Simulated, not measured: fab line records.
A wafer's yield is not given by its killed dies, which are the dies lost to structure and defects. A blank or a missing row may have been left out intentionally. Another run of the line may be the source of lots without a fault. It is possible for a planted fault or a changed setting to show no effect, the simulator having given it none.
Split-lot study    flow berkeley cmos170    23 wafers read from 5 lots, route of 331 steps

SPLIT DETAILS
At UCB170_M3_SPUTTER_01 (material Al, target thk 900 nm, time 120 s), the setting power w was moved away from the recipe's 6000 W on 8 of the 23 wafers read, by -10.3% to +12.0%. The other wafers ran this setting at the recipe's value.

THE PATH FROM SPLIT TO READING: the file shows 1 step between them
- UCB170_M3_RS_MEAS_02: measures by four-point-probe

THE READING
M3_AL_THK, in nm, at UCB170_M3_THK_MEAS_03 (measures by xrf). Fault-free wafers of this fab line usually give 894 nm, standard deviation 14 nm.

wafer   tool, chamber at the split  power w as run, W  against the recipe  M3_AL_THK, nm  against lot-mates on the recipe
L074.1  pvd sputter-03, -           5382               -10.3%              812            -66
L074.2  pvd sputter-03, -           5382               -10.3%              784            -94
L074.3  pvd sputter-03, -           5382               -10.3%              788            -90
L074.5  pvd sputter-03, -           6000               recipe              873            -
L074.6  pvd sputter-03, -           6000               recipe              884            -
L077.1  pvd sputter-03, -           6000               recipe              894            -
L077.2  pvd sputter-03, -           6000               recipe              905            -
L077.3  pvd sputter-03, -           6000               recipe              887            -
L077.4  pvd sputter-03, -           6000               recipe              892            -
L077.5  pvd sputter-03, -           6000               recipe              891            -
L079.1  pvd sputter-02, -           6000               recipe              866            -
L079.3  pvd sputter-02, -           6000               recipe              907            -
L079.6  pvd sputter-02, -           6000               recipe              901            -
L082.1  pvd sputter-01, -           5437               -9.4%               809            -87
L082.2  pvd sputter-01, -           6000               recipe              901            -
L082.3  pvd sputter-01, -           5437               -9.4%               820            -76
L082.4  pvd sputter-01, -           5437               -9.4%               807            -89
L082.5  pvd sputter-01, -           6000               recipe              891            -
L085.1  pvd sputter-02, -           6718               +12.0%              984            +82
L085.2  pvd sputter-02, -           6000               recipe              922            -
L085.3  pvd sputter-02, -           6718               +12.0%              1033           +131
L085.4  pvd sputter-02, -           6000               recipe              876            -
L085.5  pvd sputter-02, -           6000               recipe              909            -

THE FIT
A straight line over all 23 wafers: M3_AL_THK changes by +9.35 nm for each +1% of power w; r = +0.97; the points scatter about the line by 15 nm.
The same after taking each lot's own level away (the mean of its wafers on the recipe; 23 wafers): +8.65 nm for each +1%; r = +0.97; scatter 14 nm.
Per that fit: largest power w move, reading shift of 1e+02 nm.
The lots' own levels span 878.5 to 902.3 nm, that is 1.7 times the standard deviation above.
The two slopes agree, so the slope changes little with the lot-to-lot level.
Check: +112 nm against its lot-mates is what the line predicts for one of the wafers moved furthest among these (+12.0%) when that wafer is left out of the fit. It came out at +81.7 nm against them.

OTHER SPLITS APPLIED TO THESE WAFERS
Before the reading, these wafers also passed through other splits. Each is held against what the fit with the lots' levels taken away leaves over:
other split on the same wafers   wafers away from the commonest value  r with M3_AL_THK (lot level and that fit taken away)
UCB170_M1_EXPOSE_06 dose mj      7                                     -0.17
UCB170_M2_SPUTTER_01 time s      8                                     -0.29
UCB170_M2_COAT_10 resist thk nm  8                                     -0.27
UCB170_M2_STRIP_19 power w       6                                     +0.01
UCB170_V2_PEB_10 peb temp c      8                                     -0.27

THE WHOLE CHAIN: every reading that the file lists as answering this split, in the file's order
step                   what it does                                reading                                                                      change (the file's fit)                r (the file's)
UCB170_M3_SPUTTER_01   material Al, target thk 900 nm, time 120 s  Al_of_M3_SPUTTER_01.thk nm (the simulator's own value, which no gauge read)  +8.73 nm for each +1% of the setting   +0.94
UCB170_M3_RS_MEAS_02   measures by four-point-probe                M3_AL_RS                                                                     -0.000322 for each +1% of the setting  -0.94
UCB170_M3_THK_MEAS_03  measures by xrf                             M3_AL_THK                                                                    +8.66 for each +1% of the setting      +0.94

THE FILE'S OWN FIT
M3_AL_THK changes by +8.66 nm for each +1% of power w, r = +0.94.
